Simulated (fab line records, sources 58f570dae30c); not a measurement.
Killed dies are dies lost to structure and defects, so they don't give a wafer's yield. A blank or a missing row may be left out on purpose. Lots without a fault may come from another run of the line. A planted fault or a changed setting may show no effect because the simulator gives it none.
Which tool did it? | flow berkeley_cmos170 | 15 lots, 43 wafers sampled, at 5 steps of a route of 331

WHAT THE GAUGES READ, wafer by wafer
UCB170_SDANNEAL_RS_MEAS_05: measures by four-point-probe.
lot  | measured     | on            | NLDD_RS (ohm/sq)
L340 | day 6 21:21  | film_metro-03 | 615.8 617.6 617.8
L342 | day 7 05:08  | film_metro-03 | 615.3 615.9 614.8
L343 | day 7 15:02  | film_metro-03 | 614.8 615.3 615.7
L351 | day 8 18:19  | film_metro-02 | 616.0 616.9 615.6
L349 | day 8 18:41  | film_metro-01 | 615.8 617.3 617.7
L348 | day 8 18:53  | film_metro-02 | 615.7 614.9 615.7
L350 | day 8 19:07  | film_metro-03 | 613.8 614.7 613.9
L352 | day 9 17:11  | film_metro-01 | 617.7 618.1 616.2
L354 | day 9 21:08  | film_metro-01 | 615.0 618.0 617.9
L353 | day 9 22:01  | film_metro-03 | 615.8 616.1 614.9
L355 | day 10 04:46 | film_metro-01 | 614.8 613.4
L356 | day 10 04:59 | film_metro-02 | 612.0 612.2
L358 | day 10 10:04 | film_metro-03 | 613.3 613.8 610.8
L357 | day 10 10:20 | film_metro-02 | 616.0 614.7 614.6
L361 | day 11 02:19 | film_metro-03 | 615.3 614.3 614.8

UCB170_M3_CD_MEAS_15: target cd 700 nm.
lot  | measured     | on        | cd_nm (nm)
L340 | day 7 21:22  | cd_sem-01 | 702.2 701.1 700.6
L342 | day 8 03:54  | cd_sem-02 | 703.7 702.3 703.6
L343 | day 8 14:43  | cd_sem-02 | 699.0 698.2 699.7
L351 | day 9 14:28  | cd_sem-02 | 698.8 698.0 698.7
L349 | day 9 19:02  | cd_sem-02 | 699.6 698.8 698.4
L348 | day 9 19:44  | cd_sem-02 | 699.0 698.1 698.7
L350 | day 9 19:47  | cd_sem-01 | 699.8 699.4 700.2
L352 | day 10 16:54 | cd_sem-01 | 698.8 700.6 699.3
L354 | day 10 17:35 | cd_sem-01 | 699.9 699.9 699.9
L353 | day 10 22:18 | cd_sem-01 | 684.8 684.3 684.6 684.4 684.5 684.7
L355 | day 11 02:26 | cd_sem-02 | 685.4 688.0 685.7 688.0
L356 | day 11 03:20 | cd_sem-01 | 690.0 688.0 690.0 687.5
L358 | day 11 09:24 | cd_sem-01 | 702.7 703.0 701.6
L357 | day 11 09:20 | cd_sem-02 | 700.4 699.7 701.0
L361 | day 12 06:02 | cd_sem-01 | 699.9 698.5 698.3

WHICH TOOL RAN EACH LOT (tool, then ch and the chambers of the sampled wafers, then the start)
lot  | UCB170_M1_SPUTTER_00         | UCB170_M3_STRIP_07                   | UCB170_M3_SOFTBAKE_11
L340 | pvd_sputter-04, day 7 03:03  | plasma_asher-02 ch 0,1, day 7 19:35  | litho_track-02 ch 0, day 7 20:00
L342 | pvd_sputter-04, day 7 10:13  | plasma_asher-04 ch 0,1, day 8 02:38  | litho_track-02 ch 0, day 8 03:00
L343 | pvd_sputter-03, day 7 21:20  | plasma_asher-02 ch 0,1, day 8 12:22  | litho_track-03 ch 0, day 8 13:00
L351 | pvd_sputter-04, day 9 00:05  | plasma_asher-02 ch 0,1, day 9 13:11  | litho_track-01 ch 0, day 9 13:00
L349 | pvd_sputter-01, day 9 01:38  | plasma_asher-01 ch 0,1, day 9 15:29  | litho_track-03 ch 0, day 9 18:00
L348 | pvd_sputter-03, day 9 01:38  | plasma_asher-04 ch 0, day 9 16:50    | litho_track-01 ch 0, day 9 18:00
L350 | pvd_sputter-04, day 9 01:38  | plasma_asher-01 ch 0,1, day 9 16:10  | litho_track-02 ch 0, day 9 18:00
L352 | pvd_sputter-01, day 9 22:51  | plasma_asher-01 ch 0,1, day 10 15:04 | litho_track-02 ch 0, day 10 15:00
L354 | pvd_sputter-04, day 10 03:23 | plasma_asher-04 ch 0,1, day 10 15:51 | litho_track-03 ch 0, day 10 16:00
L353 | pvd_sputter-01, day 10 05:41 | plasma_asher-04 ch 0,1, day 10 20:36 | litho_track-03 ch 0, day 10 21:00
L355 | pvd_sputter-03, day 10 09:46 | plasma_asher-02 ch 0, day 11 00:56   | litho_track-03 ch 0, day 11 01:00
L356 | pvd_sputter-01, day 10 10:16 | plasma_asher-04 ch 0,1, day 11 02:12 | litho_track-03 ch 0, day 11 02:00
L358 | pvd_sputter-04, day 10 15:16 | plasma_asher-04 ch 0,1, day 11 07:48 | litho_track-01 ch 0, day 11 08:00
L357 | pvd_sputter-03, day 10 15:53 | plasma_asher-04 ch 0,1, day 11 07:14 | litho_track-02 ch 0, day 11 08:00
L361 | pvd_sputter-03, day 11 08:47 | plasma_asher-02 ch 0,1, day 12 03:39 | litho_track-02 ch 0, day 12 04:00
- UCB170_M1_SPUTTER_00: material Al, target thk 600 nm, time 80 s.
- UCB170_M3_STRIP_07: strips in O2.
- UCB170_M3_SOFTBAKE_11: time 60 s.

WHAT THE TOOLS THEMSELVES READ (means of the sampled wafers that have a number; where no wafer has one, the mark that the record gives instead)
UCB170_M1_SPUTTER_00.
lot  | tool           | throttle_valve_pct (%)
L340 | pvd_sputter-04 | 29.7
L342 | pvd_sputter-04 | 29.4
L343 | pvd_sputter-03 | 29.2
L351 | pvd_sputter-04 | 29.8
L349 | pvd_sputter-01 | 30.8
L348 | pvd_sputter-03 | 29.7
L350 | pvd_sputter-04 | 29.7
L352 | pvd_sputter-01 | 30.8
L354 | pvd_sputter-04 | 29.5
L353 | pvd_sputter-01 | 30.5
L355 | pvd_sputter-03 | 30.6
L356 | pvd_sputter-01 | 31.0
L358 | pvd_sputter-04 | 30.2
L357 | pvd_sputter-03 | 29.1
L361 | pvd_sputter-03 | 29.3

UCB170_M3_STRIP_07.
lot  | tool            | drypump_motor_current_A (A) | oes_product_au (a.u.) | strip_time_to_endpoint_s (s)
L340 | plasma_asher-02 | 5.73                        | 0.737                 | 22.08
L342 | plasma_asher-04 | 5.81                        | 0.733                 | 22.03
L343 | plasma_asher-02 | 5.68                        | 0.731                 | 22.06
L351 | plasma_asher-02 | 5.68                        | 0.734                 | 21.96
L349 | plasma_asher-01 | 5.86                        | 0.738                 | 21.97
L348 | plasma_asher-04 | 5.78                        | 0.735                 | 22.00
L350 | plasma_asher-01 | 5.89                        | 0.738                 | 22.12
L352 | plasma_asher-01 | 5.88                        | 0.734                 | 21.97
L354 | plasma_asher-04 | 5.82                        | 0.734                 | 22.02
L353 | plasma_asher-04 | 5.82                        | 0.738                 | 21.89
L355 | plasma_asher-02 | 5.63                        | 0.740                 | 21.99
L356 | plasma_asher-04 | 5.82                        | 0.730                 | 21.95
L358 | plasma_asher-04 | 5.83                        | 0.734                 | 22.03
L357 | plasma_asher-04 | 5.81                        | 0.730                 | 22.07
L361 | plasma_asher-02 | 5.74                        | 0.738                 | 21.94

UCB170_M3_SOFTBAKE_11.
lot  | tool           | heater_power_total_W (W) | plate_temp_C (C)
L340 | litho_track-02 | 56.83                    | 129.81
L342 | litho_track-02 | 56.76                    | 129.78
L343 | litho_track-03 | 56.80                    | 129.93
L351 | litho_track-01 | 56.82                    | 129.95
L349 | litho_track-03 | 56.77                    | 129.89
L348 | litho_track-01 | 56.84                    | 129.98
L350 | litho_track-02 | 56.77                    | 130.09
L352 | litho_track-02 | 56.77                    | 129.98
L354 | litho_track-03 | 56.82                    | 130.09
L353 | litho_track-03 | 59.81                    | 135.26
L355 | litho_track-03 | 59.80                    | 135.30
L356 | litho_track-03 | 59.77                    | 135.26
L358 | litho_track-01 | 56.78                    | 129.99
L357 | litho_track-02 | 56.80                    | 130.14
L361 | litho_track-02 | 56.75                    | 129.95

THE ANSWER, worked out from the rows above alone
Rule: what is usual is taken from the lots themselves. Put in order of their means at a reading, lots are off if they are a third of the lots or fewer, leave a main group of 4 or more, and stand apart from it by a gap of 3 or more times the standard deviation of the main group's means; of several such gaps the widest counts. A main group whose means are all the same, to the digits that the tables above print for the reading, isn't used. A lot without any number at a reading at which 4 lots or more have one is off too. The other lots that the step has rows for count as sound. The gauges are gone through in route order, then the tools' own readings, and for those a lot's mean is taken as printed above. The first step at which some lot is off is used, and at that step the reading that is off furthest; a lot without a number counts as furthest.
Off: L353, L355, L356, at UCB170_M3_CD_MEAS_15 (cd_nm). The main group: mean 700.0 nm, standard deviation 1.5.
A tool fits if, at a process step before that reading, it ran every lot that is off, and no sound lot after the first of them. The gauges at UCB170_M3_CD_MEAS_15 aren't tried: what is off there is off at UCB170_M3_SOFTBAKE_11 too, on other tools, and a gauge's error can't cause that. One fits: litho_track-03 at UCB170_M3_SOFTBAKE_11. Its last sound lot is L354 (day 10 16:00), its first lot that is off L353 (day 10 21:00): a fault that began between those two fits.
The tool's own readings at UCB170_M3_SOFTBAKE_11 bear it out: on the lots that are off they differ by more than 5 times the standard deviation of the sound lots' means. heater_power_total_W reads 59.79 W there against 56.79 W on the sound lots; plate_temp_C reads 135.27 C there against 129.97 C on the sound lots.

WHAT THE SIMULATOR HAD PUT IN
Process parameter drift: litho_track-03, from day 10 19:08 on, at UCB170_M3_SOFTBAKE_11. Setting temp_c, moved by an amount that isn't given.
Lots struck among those shown: L353, L355, L356. The rule above found the same.
